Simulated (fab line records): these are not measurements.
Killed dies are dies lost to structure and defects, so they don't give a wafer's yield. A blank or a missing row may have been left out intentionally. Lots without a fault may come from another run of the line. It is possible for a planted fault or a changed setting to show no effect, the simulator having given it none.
Which tool did it?	flow rit-cmos	Sampling: 15 lots, 45 wafers, 2 of 202 route steps

WHAT EACH GAUGE READ, for each wafer
The record holds no reading of a measuring or inspecting step that can be judged against a usual standard deviation.

EACH LOT AND THE TOOL THAT RAN IT (in order: tool; ch and the chambers of the sampled wafers; start)
lot	RIT_CONTACT_STRIP_12	RIT_M1_PROBE_99
L448	plasma-asher-02 ch 0,1, day 3 13:34	-
L449	plasma-asher-01 ch 0,1, day 3 20:52	-
L450	plasma-asher-01 ch 0,1, day 3 22:17	-
L451	plasma-asher-02 ch 0,1, day 4 03:04	prober-02, day 4 07:52
L453	plasma-asher-01 ch 0, day 4 11:59	-
L455	plasma-asher-04 ch 0,1, day 5 01:59	-
L457	plasma-asher-02 ch 0,1, day 5 10:51	prober-02, day 5 15:31
L463	plasma-asher-02 ch 0,1, day 6 23:33	prober-02, day 7 04:30
L464	plasma-asher-01 ch 0,1, day 6 23:56	prober-01, day 7 05:43
L465	plasma-asher-02 ch 0,1, day 7 03:47	prober-02, day 7 08:46
L466	plasma-asher-02 ch 0,1, day 7 17:18	-
L467	plasma-asher-04 ch 0, day 7 17:40	-
L468	plasma-asher-04 ch 0,1, day 7 21:55	prober-01, day 8 02:41
L469	plasma-asher-04 ch 0,1, day 8 01:56	-
L470	plasma-asher-04 ch 0,1, day 8 06:13	prober-01, day 8 10:56
- RIT_CONTACT_STRIP_12: strips in O2, time 180 s.
- RIT_M1_PROBE_99

AS READ BY THE TOOLS THEMSELVES (means over the sampled wafers that have a number; for cases with no such wafer, the mark the record gives instead)
RIT_CONTACT_STRIP_12. Usual: chamber-pressure-mTorr 3999 mTorr, standard deviation 4.6; drypump-motor-current-A 5.94 A, standard deviation 0.28.
lot	tool	chamber-pressure-mTorr (mTorr)	drypump-motor-current-A (A)	flag
L448	plasma-asher-02	4002	5.82	
L449	plasma-asher-01	4002	5.64	
L450	plasma-asher-01	4001	5.67	
L451	plasma-asher-02	4000	5.93	
L453	plasma-asher-01	3997	5.69	
L455	plasma-asher-04	4001	6.19	
L457	plasma-asher-02	4001	5.82	
L463	plasma-asher-02	-	-	OFF
L464	plasma-asher-01	-	-	OFF
L465	plasma-asher-02	-	-	OFF
L466	plasma-asher-02	4001	5.92	
L467	plasma-asher-04	4001	6.08	
L468	plasma-asher-04	3999	6.17	
L469	plasma-asher-04	3999	6.14	
L470	plasma-asher-04	4002	6.15	

RIT_M1_PROBE_99. Usual: killed_at_M0_to_M3 is 0.0 with standard deviation 0.12, killed-at-contacts is 0.0 with standard deviation 0.2, killed-at-front-end is 6.6 with standard deviation 2.8, killed-dies is 6.6 with standard deviation 2.8, killed-on-rim is 1.8 with standard deviation 1.2, killed-open is 3.3 with standard deviation 1.9, and killed-short is 3.2 with standard deviation 1.8.
lot	tool	killed_at_M0_to_M3	killed-at-contacts	killed-at-front-end	killed-dies	killed-on-rim	killed-open	killed-short	flag
L451	prober-02	0.0	0.0	7.3	7.3	1.3	5.3	2.0	
L457	prober-02	0.0	0.0	5.7	5.7	1.3	2.3	3.3	
L463	prober-02	254.3	0.0	9.7	264.0	70.0	5.3	4.3	OFF
L464	prober-01	259.0	0.0	5.0	264.0	70.0	3.3	2.0	OFF
L465	prober-02	256.3	0.0	7.7	264.0	70.0	4.0	3.7	OFF
L468	prober-01	0.0	0.0	8.3	8.3	2.0	3.7	4.0	
L470	prober-01	0.0	0.0	3.3	3.3	0.3	1.7	1.7	

THE ANSWER, worked out from the rows above alone
Rule: lot off if the mean of its wafers having a number is beyond 3 standard deviations from the usual mean. Also off: a lot with no number at a reading for which 4 or more lots have one. Where the step has rows for the other lots, those lots are counted as sound. Order of review: gauges by route order, followed by the tools' own readings, for which a lot's mean as printed above is used. The first step at which some lot is off is used, and at that step the reading that is off furthest; a lot without a number counts as furthest.
Off: L463, L464, L465 (RIT_CONTACT_STRIP_12, chamber-pressure-mTorr). Without a number there: L463, L464, L465.
If a tool, at that step or one of the process steps before it, ran each lot that is off and ran no sound lot following the first of them, it fits. None of those tried fits.

WHAT THE SIMULATOR HAD INSERTED
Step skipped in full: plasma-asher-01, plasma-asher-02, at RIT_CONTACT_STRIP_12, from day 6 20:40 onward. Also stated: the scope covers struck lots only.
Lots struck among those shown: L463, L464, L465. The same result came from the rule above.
